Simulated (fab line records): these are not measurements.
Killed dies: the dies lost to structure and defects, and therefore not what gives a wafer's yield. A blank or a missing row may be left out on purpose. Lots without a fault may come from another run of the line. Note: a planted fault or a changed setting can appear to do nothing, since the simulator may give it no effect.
Which tool did it? -- flow berkeleyCmos170 -- 7 lots, 21 wafers sampled, at 3 steps of a route of 331

== WHAT EACH GAUGE READ, for each wafer ==
UCB170_CONTACT_CD_MEAS_15: target cd 700 nm.
lot,measured,on,cdNm (nm)
L779,day 7 04:22,cdSem-02,696.9 699.0 697.7
L781,day 7 13:44,cdSem-02,702.9 700.1 702.3
L784,day 8 08:06,cdSem-02,712.4 712.3 712.6
L796,day 10 15:50,cdSem-02,699.3 699.7 697.5
L797,day 11 04:16,cdSem-02,701.9 700.6 701.3
L801,day 11 18:07,cdSem-02,699.6 700.2 700.1
L802,day 12 08:50,cdSem-01,700.1 699.9 699.8

== EACH LOT AND THE TOOL THAT RAN IT (in order: tool; ch and the chambers of the sampled wafers; start) ==
lot,UCB170_CONTACT_RTA_08,UCB170_CONTACT_PEB_13
L779,"rtpAnneal-02 ch 0, day 7 03:14","lithoTrack-02 ch 0, day 7 04:06"
L781,"rtpAnneal-02 ch 0, day 7 12:28","lithoTrack-01 ch 0, day 7 13:28"
L784,"rtpAnneal-02 ch 0, day 8 06:28","lithoTrack-01 ch 0, day 8 07:42"
L796,"rtpAnneal-01 ch 0, day 10 14:28","lithoTrack-04 ch 0, day 10 15:34"
L797,"rtpAnneal-01 ch 0, day 11 03:17","lithoTrack-04 ch 0, day 11 03:59"
L801,"rtpAnneal-02 ch 0, day 11 17:05","lithoTrack-01 ch 0, day 11 17:50"
L802,"rtpAnneal-01 ch 0, day 12 07:19","lithoTrack-02 ch 0, day 12 08:34"
- UCB170_CONTACT_RTA_08: time 10 s.
- UCB170_CONTACT_PEB_13

== THE ANSWER, worked out from the rows above alone ==
Rule: usual is defined by the lots themselves. The widest of any qualifying gaps counts: lots, ordered by their means at a reading, are off when they make up no more than a third of the lots, leave a main group of 4 or more, and stand apart from it by 3 or more times the standard deviation of that group's means. Not used: any main group whose means are identical at the precision the tables above print for the reading. Also off: a lot with no number at a reading for which 4 or more lots have one. Where the step has rows for the other lots, those lots are counted as sound.
Off: L784 (UCB170_CONTACT_CD_MEAS_15, cdNm). Mean 699.9 nm and standard deviation 1.3 in the main group.
A tool fits if, at a process step before that reading, it ran every lot that is off, and no sound lot after the first of them. Gauges at UCB170_CONTACT_CD_MEAS_15: tried the same way as those tools. No candidate that was tried fits.

== WHAT THE SIMULATOR HAD PUT IN ==
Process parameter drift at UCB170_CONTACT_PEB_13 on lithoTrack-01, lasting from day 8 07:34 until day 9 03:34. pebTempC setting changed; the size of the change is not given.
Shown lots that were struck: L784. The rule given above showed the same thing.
